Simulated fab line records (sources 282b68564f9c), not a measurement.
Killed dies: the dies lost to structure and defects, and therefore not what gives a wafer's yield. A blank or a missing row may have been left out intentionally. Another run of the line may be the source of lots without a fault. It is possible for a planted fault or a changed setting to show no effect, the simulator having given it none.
A lot that was struck, set against a sound lot    flow rit-cmos    27 out of 202 route steps
Sound: wafers L474.1, L474.4, L474.6. Struck: wafer L479.2. The cause comes at the end.
Per side, at each step with rows, come the tool, then ch with its chambers, and then its first start. Under that, the readings that differ: sound wafers    struck wafers    difference of the means    sigmas: that difference in standard deviations of wafers without a fault.
alike: same words and numbers on both sides, and readings whose means sit less than 2 such deviations apart. not compared: any withheld reading, any reading some wafer has no value for, any bound like >300 that may hide the same value, and any number with overlapping values for which the record gives no deviation.
Wherever a step has rows on one side only, a row that says differs or no value, or a row with sigmas, the two part there. Numbers that don't overlap but have no deviation are shown without sigmas and don't part them. Lack of a reading on every wafer of one side parts them only where that side has two or more wafers.

first, 4 steps without rows for these wafers: RIT_CONTACT_SOFTBAKE_04 (time 60 s); RIT_CONTACT_EXPOSE_05 (exposes mask M11, target cd 1000 nm); RIT_CONTACT_PEB_06; RIT_CONTACT_DEVELOP_07 (develop time 120 s).
RIT_CONTACT_CD_MEAS_08 targets a cd of 1000 nm.
  sound: cd-sem-01 at day 6 05:40; struck: cd-sem-02 at day 7 03:35
  alike: cd-nm
RIT_CONTACT_OVL_MEAS_09:
  sound: overlay-01 at day 6 05:47; struck: overlay-01 at day 7 03:42
  alike: CONTACT_OVL
then, 1 step without rows for these wafers: RIT_CONTACT_HARDBAKE_10 (time 60 s).
RIT_CONTACT_ETCH_11: etches SiO2 in CHF3/CF4/Ar, stops on TiSi2, target depth 480 nm, time 320 s.
  sound on rie-diel-03 ch 0,3, day 6 05:58; struck on rie-diel-01 ch 1, day 7 03:53
reading                      sound        struck  difference  sigmas
drypump-motor-current-A (A)  6.3 6.7 6.7  5.4     -1.2        -2
  alike: chamber-pressure-mTorr, oes-product-au, throttle-valve-pct
  not compared: rf-hours-counter-h
RIT_CONTACT_STRIP_12: strips in O2, time 180 s.
  sound on plasma-asher-02 ch 0, day 6 06:10; struck on plasma-asher-01 ch 0, day 7 04:04
reading                      sound        struck  difference  sigmas
drypump-motor-current-A (A)  6.2 6.2 6.2  5.2     -1.0        -3
  alike: chamber-pressure-mTorr
  not compared: rf-hours-counter-h
RIT_CONTACT_CD_MEAS_90 targets a cd of 1000 nm.
  sound: cd-sem-02 at day 6 06:20; struck: cd-sem-01 at day 7 04:16
  alike: cd-nm
then, 2 steps without rows for these wafers: RIT_CONTACT_CLEAN_13 (cleans in SC1, time 600 s); RIT_CONTACT_CLEAN_14 (cleans in SC2, time 600 s).
RIT_M1_SPUTTER_00: material Al, target thk 400 nm, time 500 s.
  sound: pvd-sputter-03 at day 6 06:48; struck: pvd-sputter-01 at day 7 04:43
reading                                sound                 struck  difference  sigmas
cathode-dc-power-W (W)                 2000.0 2000.0 1999.8  1959.6  -40.3       -99 or more
model.Al_of_M1_SPUTTER_00.thk-nm (nm)  403 397.4 400.9       388.1   -12.3       
  alike: chamber-pressure-pa, substrate-temp-c, throttle-valve-pct
RIT_M1_RS_MEAS_01: uses a four-point probe to measure.
  sound: film-metro-03 at day 6 07:06; struck: film-metro-02 at day 7 05:02
reading            sound                 struck  difference  sigmas
M1_AL_RS (ohm/sq)  0.0730 0.0741 0.0733  0.0759  +0.0024     +3
RIT_M1_THK_MEAS_02: measures by xrf.
  sound: film-metro-03 at day 6 07:13; struck: film-metro-02 at day 7 05:08
reading         sound        struck  difference  sigmas
M1_AL_THK (nm)  401 398 400  385     -15         -3
then, 6 steps without rows for these wafers: RIT_M1_HMDS_03 (prime time 60 s); RIT_M1_COAT_04 (resist thk 1300 nm); RIT_M1_SOFTBAKE_05 (time 60 s); RIT_M1_EXPOSE_06 (exposes mask M12, target cd 2600 nm); RIT_M1_PEB_07; RIT_M1_DEVELOP_08 (develop time 68 s).
RIT_M1_CD_MEAS_09 targets a cd of 2600 nm.
  sound: cd-sem-01 at day 6 08:19; struck: cd-sem-02 at day 7 06:13
  alike: cd-nm
RIT_M1_OVL_MEAS_10:
  sound: overlay-02 at day 6 08:26; struck: overlay-02 at day 7 06:20
  alike: M1_OVL
then, 1 step without rows for these wafers: RIT_M1_HARDBAKE_11 (time 120 s).
RIT_M1_METAL_ETCH_12: etches Al in Cl2/BCl3, stops on SiO2, time 165 s, target depth 600 nm.
  sound on rie-metal-02 ch 1, day 6 08:44; struck on rie-metal-02 ch 1, day 7 06:37
reading                         sound            struck  difference  sigmas
model.etch.depth-nm (nm)        403 397.4 400.9  388.1   -12.3       
model.M1.feature-depth-nm (nm)  435 429.4 432.9  419.6   -12.8       
  alike: chamber-pressure-mTorr, drypump-motor-current-A, oes-product-au, throttle-valve-pct
  not compared: rf-hours-counter-h
then, 1 step without rows for these wafers: RIT_M1_STRIP_13 (strips in nmp, time 600 s).
RIT_M1_PROBE_99:
  sound: prober-02 at day 6 11:04; struck: prober-01 at day 7 09:08
reading                   sound                    struck   difference  sigmas
killed-open               5 6 1                    0        -4          -2
model.etest.m1.rs-ohm-sq  0.07249 0.07296 0.07287  0.07455  +0.00178    
  alike: killed-at-contacts, killed-at-front-end, killed-dies, killed-short

WHERE THEY PART
At RIT_CONTACT_ETCH_11 first; at RIT_M1_PROBE_99 last (within this record only).

WHY: whatever the simulator had introduced
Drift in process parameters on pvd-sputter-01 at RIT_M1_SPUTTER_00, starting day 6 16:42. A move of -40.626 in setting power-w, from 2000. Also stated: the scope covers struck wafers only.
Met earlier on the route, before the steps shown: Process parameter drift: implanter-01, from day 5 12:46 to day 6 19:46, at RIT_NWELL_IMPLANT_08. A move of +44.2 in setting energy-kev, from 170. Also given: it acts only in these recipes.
